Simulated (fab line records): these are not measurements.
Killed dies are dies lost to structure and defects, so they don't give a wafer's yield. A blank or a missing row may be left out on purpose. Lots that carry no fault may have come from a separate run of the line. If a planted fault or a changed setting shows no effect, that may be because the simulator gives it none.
The tool behind it: which one? || flow berkeley_cmos170 || Sampling: 14 lots, 42 wafers, 4 of 331 route steps

== WHAT THE GAUGES READ, wafer by wafer ==
UCB170_START_THK_MEAS_03. Usual: START_OXIDE_THK gives 20.3 nm (standard deviation 0.4).
{"lot": "L163", "measured": "day 1 19:15", "on": "film_metro-01", "START_OXIDE_THK (nm)": "20.3 20.2 20.7", "flag": ""}
{"lot": "L164", "measured": "day 1 19:15", "on": "film_metro-04", "START_OXIDE_THK (nm)": "20.2 20.3 20.3", "flag": ""}
{"lot": "L168", "measured": "day 2 17:23", "on": "film_metro-04", "START_OXIDE_THK (nm)": "20.5 20.9 20.7", "flag": ""}
{"lot": "L170", "measured": "day 2 22:59", "on": "film_metro-01", "START_OXIDE_THK (nm)": "20.6 19.9 20.5", "flag": ""}
{"lot": "L169", "measured": "day 2 23:00", "on": "film_metro-04", "START_OXIDE_THK (nm)": "20.2 20.2 19.9", "flag": ""}
{"lot": "L172", "measured": "day 3 13:28", "on": "film_metro-03", "START_OXIDE_THK (nm)": "19.8 20.0 19.7", "flag": ""}
{"lot": "L173", "measured": "day 3 17:07", "on": "film_metro-01", "START_OXIDE_THK (nm)": "20.5 20.4 20.3", "flag": ""}
{"lot": "L174", "measured": "day 3 20:35", "on": "film_metro-03", "START_OXIDE_THK (nm)": "20.3 20.2 20.4", "flag": ""}
{"lot": "L175", "measured": "day 4 10:58", "on": "film_metro-01", "START_OXIDE_THK (nm)": "20.3 20.4 20.6", "flag": ""}
{"lot": "L176", "measured": "day 4 10:58", "on": "film_metro-03", "START_OXIDE_THK (nm)": "19.8 19.6 19.9", "flag": ""}
{"lot": "L179", "measured": "day 4 23:10", "on": "film_metro-01", "START_OXIDE_THK (nm)": "20.1 20.6 20.1", "flag": ""}
{"lot": "L181", "measured": "day 5 07:37", "on": "film_metro-03", "START_OXIDE_THK (nm)": "20.2 20.6 20.9", "flag": ""}
{"lot": "L182", "measured": "day 5 14:17", "on": "film_metro-04", "START_OXIDE_THK (nm)": "21.3 21.2 21.1", "flag": ""}
{"lot": "L184", "measured": "day 6 00:09", "on": "film_metro-01", "START_OXIDE_THK (nm)": "20.4 20.7 20.2", "flag": ""}

UCB170_NWELL_TW_MEAS_16. Usual: NWELL_TW gives 1247 (standard deviation 7.1).
{"lot": "L163", "measured": "day 2 15:22", "on": "film_metro-03", "NWELL_TW": "1257 1256 1255", "flag": ""}
{"lot": "L164", "measured": "day 2 19:26", "on": "film_metro-03", "NWELL_TW": "1248 1253 1254", "flag": ""}
{"lot": "L168", "measured": "day 3 14:56", "on": "film_metro-04", "NWELL_TW": "1243 1245 1235", "flag": ""}
{"lot": "L170", "measured": "day 3 19:10", "on": "film_metro-02", "NWELL_TW": "1239 1245 1240", "flag": ""}
{"lot": "L169", "measured": "day 3 19:55", "on": "film_metro-04", "NWELL_TW": "1240 1243 1239", "flag": ""}
{"lot": "L172", "measured": "day 4 08:01", "on": "film_metro-04", "NWELL_TW": "1242 1244 1241", "flag": ""}
{"lot": "L173", "measured": "day 4 21:06", "on": "film_metro-03", "NWELL_TW": "1306 1306 1303", "flag": "OFF"}
{"lot": "L174", "measured": "day 4 21:17", "on": "film_metro-04", "NWELL_TW": "1239 1236 1235", "flag": ""}
{"lot": "L175", "measured": "day 5 07:14", "on": "film_metro-04", "NWELL_TW": "1241 1251 1240", "flag": ""}
{"lot": "L176", "measured": "day 5 06:50", "on": "film_metro-04", "NWELL_TW": "1305 1306 1309", "flag": "OFF"}
{"lot": "L179", "measured": "day 5 21:11", "on": "film_metro-02", "NWELL_TW": "1246 1238 1250", "flag": ""}
{"lot": "L181", "measured": "day 6 02:23", "on": "film_metro-04", "NWELL_TW": "1247 1241 1242", "flag": ""}
{"lot": "L182", "measured": "day 6 12:57", "on": "film_metro-03", "NWELL_TW": "1256 1253 1256", "flag": ""}
{"lot": "L184", "measured": "day 6 23:21", "on": "film_metro-02", "NWELL_TW": "1260 1262 1262", "flag": ""}

UCB170_ACTIVE_THK_MEAS_06. Usual: ACTIVE_NITRIDE_THK gives 219.7 nm (standard deviation 2).
{"lot": "L163", "measured": "day 4 23:34", "on": "film_metro-01", "ACTIVE_NITRIDE_THK (nm)": "217.9 218.0 218.5", "flag": ""}
{"lot": "L164", "measured": "day 4 23:38", "on": "film_metro-04", "ACTIVE_NITRIDE_THK (nm)": "220.6 220.7 221.3", "flag": ""}
{"lot": "L168", "measured": "day 6 06:04", "on": "film_metro-03", "ACTIVE_NITRIDE_THK (nm)": "221.3 220.4 219.9", "flag": ""}
{"lot": "L170", "measured": "day 6 05:59", "on": "film_metro-04", "ACTIVE_NITRIDE_THK (nm)": "222.5 222.3 221.4", "flag": ""}
{"lot": "L169", "measured": "day 6 06:03", "on": "film_metro-01", "ACTIVE_NITRIDE_THK (nm)": "218.9 218.7 217.2", "flag": ""}
{"lot": "L172", "measured": "day 6 05:59", "on": "film_metro-03", "ACTIVE_NITRIDE_THK (nm)": "220.1 220.0 220.5", "flag": ""}
{"lot": "L173", "measured": "day 7 07:14", "on": "film_metro-01", "ACTIVE_NITRIDE_THK (nm)": "221.9 222.7 222.4", "flag": ""}
{"lot": "L174", "measured": "day 6 22:22", "on": "film_metro-03", "ACTIVE_NITRIDE_THK (nm)": "219.7 219.0 220.8", "flag": ""}
{"lot": "L175", "measured": "day 7 12:53", "on": "film_metro-04", "ACTIVE_NITRIDE_THK (nm)": "219.7 220.9 220.4", "flag": ""}
{"lot": "L176", "measured": "day 7 12:53", "on": "film_metro-01", "ACTIVE_NITRIDE_THK (nm)": "214.9 217.6 218.4", "flag": ""}
{"lot": "L179", "measured": "day 8 05:49", "on": "film_metro-04", "ACTIVE_NITRIDE_THK (nm)": "218.4 220.0 221.4", "flag": ""}
{"lot": "L181", "measured": "day 8 17:21", "on": "film_metro-01", "ACTIVE_NITRIDE_THK (nm)": "217.3 216.1 216.7", "flag": ""}
{"lot": "L182", "measured": "day 8 23:49", "on": "film_metro-04", "ACTIVE_NITRIDE_THK (nm)": "216.2 218.3 219.4", "flag": ""}
{"lot": "L184", "measured": "day 9 07:36", "on": "film_metro-03", "ACTIVE_NITRIDE_THK (nm)": "219.3 216.3 218.3", "flag": ""}

== EACH LOT AND THE TOOL THAT RAN IT (in order: tool; ch and the chambers of the sampled wafers; start) ==
{"lot": "L163", "UCB170_NWELL_IMPLANT_14": "implanter-03 ch 0, day 2 15:07"}
{"lot": "L164", "UCB170_NWELL_IMPLANT_14": "implanter-02 ch 0, day 2 19:11"}
{"lot": "L168", "UCB170_NWELL_IMPLANT_14": "implanter-03 ch 0, day 3 14:41"}
{"lot": "L170", "UCB170_NWELL_IMPLANT_14": "implanter-02 ch 0, day 3 18:55"}
{"lot": "L169", "UCB170_NWELL_IMPLANT_14": "implanter-03 ch 0, day 3 19:41"}
{"lot": "L172", "UCB170_NWELL_IMPLANT_14": "implanter-04 ch 0, day 4 07:46"}
{"lot": "L173", "UCB170_NWELL_IMPLANT_14": "implanter-03 ch 0, day 4 20:52"}
{"lot": "L174", "UCB170_NWELL_IMPLANT_14": "implanter-04 ch 0, day 4 21:02"}
{"lot": "L175", "UCB170_NWELL_IMPLANT_14": "implanter-02 ch 0, day 5 06:59"}
{"lot": "L176", "UCB170_NWELL_IMPLANT_14": "implanter-03 ch 0, day 5 06:35"}
{"lot": "L179", "UCB170_NWELL_IMPLANT_14": "implanter-02 ch 0, day 5 20:56"}
{"lot": "L181", "UCB170_NWELL_IMPLANT_14": "implanter-02 ch 0, day 6 02:08"}
{"lot": "L182", "UCB170_NWELL_IMPLANT_14": "implanter-02 ch 0, day 6 12:42"}
{"lot": "L184", "UCB170_NWELL_IMPLANT_14": "implanter-04 ch 0, day 6 23:07"}
- UCB170_NWELL_IMPLANT_14

== AS READ BY THE TOOLS THEMSELVES (means over the sampled wafers that have a number; for cases with no such wafer, the mark the record gives instead) ==
UCB170_NWELL_IMPLANT_14. Usual: dose_ions_cm2 1e+13, standard deviation 1.1e+10; faraday_current_uA 31.7, standard deviation 0.58.
{"lot": "L163", "tool": "implanter-03", "dose_ions_cm2": 1e+13, "faraday_current_uA": 31.1, "flag": ""}
{"lot": "L164", "tool": "implanter-02", "dose_ions_cm2": 1e+13, "faraday_current_uA": 32.2, "flag": ""}
{"lot": "L168", "tool": "implanter-03", "dose_ions_cm2": 1e+13, "faraday_current_uA": 32.3, "flag": ""}
{"lot": "L170", "tool": "implanter-02", "dose_ions_cm2": 1e+13, "faraday_current_uA": 32.0, "flag": ""}
{"lot": "L169", "tool": "implanter-03", "dose_ions_cm2": 1e+13, "faraday_current_uA": 31.6, "flag": ""}
{"lot": "L172", "tool": "implanter-04", "dose_ions_cm2": 1e+13, "faraday_current_uA": 31.2, "flag": ""}
{"lot": "L173", "tool": "implanter-03", "dose_ions_cm2": 1e+13, "faraday_current_uA": 37.3, "flag": "OFF"}
{"lot": "L174", "tool": "implanter-04", "dose_ions_cm2": 1e+13, "faraday_current_uA": 32.0, "flag": ""}
{"lot": "L175", "tool": "implanter-02", "dose_ions_cm2": 1e+13, "faraday_current_uA": 31.5, "flag": ""}
{"lot": "L176", "tool": "implanter-03", "dose_ions_cm2": 1e+13, "faraday_current_uA": 37.3, "flag": "OFF"}
{"lot": "L179", "tool": "implanter-02", "dose_ions_cm2": 1e+13, "faraday_current_uA": 31.6, "flag": ""}
{"lot": "L181", "tool": "implanter-02", "dose_ions_cm2": 1e+13, "faraday_current_uA": 31.7, "flag": ""}
{"lot": "L182", "tool": "implanter-02", "dose_ions_cm2": 1e+13, "faraday_current_uA": 31.7, "flag": ""}
{"lot": "L184", "tool": "implanter-04", "dose_ions_cm2": 1e+13, "faraday_current_uA": 31.4, "flag": ""}

== THE ANSWER, worked out from the rows above alone ==
Rule: a lot counts as off when the mean over its wafers that have a number is more than 3 standard deviations away from the usual mean. Also off: a lot with no number at a reading for which 4 or more lots have one. Any other lot the step has rows for is counted as sound. First the gauges in route order, then the tools' own readings, where a lot's mean is used as printed above. The first step at which some lot is off is used, and at that step the reading that is off furthest; a lot without a number counts as furthest.
Off: L173, L176, at UCB170_NWELL_TW_MEAS_16 (NWELL_TW).
If a tool, at a process step before that reading, ran all the lots that are off and no sound lot after the first of them, it fits. Not tried: the gauges at UCB170_NWELL_TW_MEAS_16; whatever is off there is also off at UCB170_NWELL_IMPLANT_14, on other tools, and gauge error can't account for it. One candidate fits, namely implanter-03 at UCB170_NWELL_IMPLANT_14. Its last sound lot is L169 (day 3 19:41), its first lot that is off L173 (day 4 20:52): a fault that began between those two fits.
The tool's own readings at UCB170_NWELL_IMPLANT_14 bear it out: on the lots that are off they differ by more than 5 times the standard deviation of the sound lots' means. faraday_current_uA reads 37.3 there against 31.7 on the sound lots.

== WHAT THE SIMULATOR HAD PUT IN ==
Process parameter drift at UCB170_NWELL_IMPLANT_14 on implanter-03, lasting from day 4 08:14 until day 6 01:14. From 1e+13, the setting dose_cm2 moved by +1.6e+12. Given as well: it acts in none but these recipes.
Struck lots among those shown: L173, L176. Same finding as the rule above.
